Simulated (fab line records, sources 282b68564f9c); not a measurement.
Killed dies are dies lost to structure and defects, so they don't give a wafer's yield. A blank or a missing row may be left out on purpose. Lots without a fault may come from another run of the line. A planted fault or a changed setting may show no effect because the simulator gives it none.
Which tool did it? | flow rit_cmos | 14 lots, 42 wafers sampled, at 2 steps of a route of 202

WHAT THE GAUGES READ, wafer by wafer
RIT_NRETRO_TW_MEAS_10.
lot  | measured    | on            | NRETRO_TW
L789 | day 2 06:28 | film_metro-02 | 1053 1049 1047
L790 | day 2 11:29 | film_metro-03 | 1037 1046 1049
L791 | day 2 19:23 | film_metro-03 | 1041 1048 1046
L792 | day 3 00:29 | film_metro-03 | 1042 1041 1043
L793 | day 3 04:11 | film_metro-04 | 1176 1177 1181 1187 1173 1177
L796 | day 3 22:45 | film_metro-04 | 1177 1175 1178 1171 1170 1178
L797 | day 4 03:23 | film_metro-03 | 1043 1036 1038
L802 | day 4 23:54 | film_metro-04 | 1060 1059 1056
L803 | day 5 05:03 | film_metro-03 | 1048 1046 1048
L806 | day 5 21:24 | film_metro-04 | 1051 1047 1050
L808 | day 6 09:09 | film_metro-04 | 1063 1064 1056
L810 | day 6 15:20 | film_metro-03 | 1046 1049 1055
L811 | day 6 20:40 | film_metro-04 | 1060 1056 1053
L812 | day 7 04:50 | film_metro-04 | 1061 1059 1070

WHICH TOOL RAN EACH LOT (tool, then ch and the chambers of the sampled wafers, then the start)
lot  | RIT_NRETRO_IMPLANT_08
L789 | implanter-02 ch 0, day 2 06:10
L790 | implanter-03 ch 0, day 2 11:09
L791 | implanter-04 ch 0, day 2 19:04
L792 | implanter-04 ch 0, day 3 00:10
L793 | implanter-04 ch 0, day 3 03:55
L796 | implanter-04 ch 0, day 3 22:26
L797 | implanter-02 ch 0, day 4 03:04
L802 | implanter-03 ch 0, day 4 23:35
L803 | implanter-02 ch 0, day 5 04:43
L806 | implanter-02 ch 0, day 5 21:05
L808 | implanter-03 ch 0, day 6 08:50
L810 | implanter-03 ch 0, day 6 15:01
L811 | implanter-04 ch 0, day 6 20:20
L812 | implanter-02 ch 0, day 7 04:32
- RIT_NRETRO_IMPLANT_08

WHAT THE TOOLS THEMSELVES READ (means of the sampled wafers that have a number; where no wafer has one, the mark that the record gives instead)
RIT_NRETRO_IMPLANT_08.
lot  | tool         | dose_ions_cm2 | faraday_current_uA
L789 | implanter-02 | 9.9910e+12    | 31.5
L790 | implanter-03 | 1.0003e+13    | 32.0
L791 | implanter-04 | 1.0010e+13    | 31.8
L792 | implanter-04 | 1.0004e+13    | 31.7
L793 | implanter-04 | 1.4047e+13    | 45.3
L796 | implanter-04 | 1.4060e+13    | 44.5
L797 | implanter-02 | 9.9990e+12    | 31.8
L802 | implanter-03 | 9.9900e+12    | 31.4
L803 | implanter-02 | 1.0003e+13    | 31.4
L806 | implanter-02 | 9.9923e+12    | 31.9
L808 | implanter-03 | 1.0003e+13    | 31.5
L810 | implanter-03 | 1.0008e+13    | 31.2
L811 | implanter-04 | 1.0007e+13    | 31.6
L812 | implanter-02 | 9.9960e+12    | 31.9

THE ANSWER, worked out from the rows above alone
Rule: what is usual is taken from the lots themselves. Put in order of their means at a reading, lots are off if they are a third of the lots or fewer, leave a main group of 4 or more, and stand apart from it by a gap of 3 or more times the standard deviation of the main group's means; of several such gaps the widest counts. A main group whose means are all the same, to the digits that the tables above print for the reading, isn't used. A lot without any number at a reading at which 4 lots or more have one is off too. The other lots that the step has rows for count as sound. The gauges are gone through in route order, then the tools' own readings, and for those a lot's mean is taken as printed above. The first step at which some lot is off is used, and at that step the reading that is off furthest; a lot without a number counts as furthest.
Off: L793, L796, at RIT_NRETRO_TW_MEAS_10 (NRETRO_TW). The main group: mean 1050, standard deviation 7.4.
A tool fits if, at a process step before that reading, it ran every lot that is off, and no sound lot after the first of them. The gauges at RIT_NRETRO_TW_MEAS_10 aren't tried: what is off there is off at RIT_NRETRO_IMPLANT_08 too, on other tools, and a gauge's error can't cause that. None of those tried fits.

WHAT THE SIMULATOR HAD PUT IN
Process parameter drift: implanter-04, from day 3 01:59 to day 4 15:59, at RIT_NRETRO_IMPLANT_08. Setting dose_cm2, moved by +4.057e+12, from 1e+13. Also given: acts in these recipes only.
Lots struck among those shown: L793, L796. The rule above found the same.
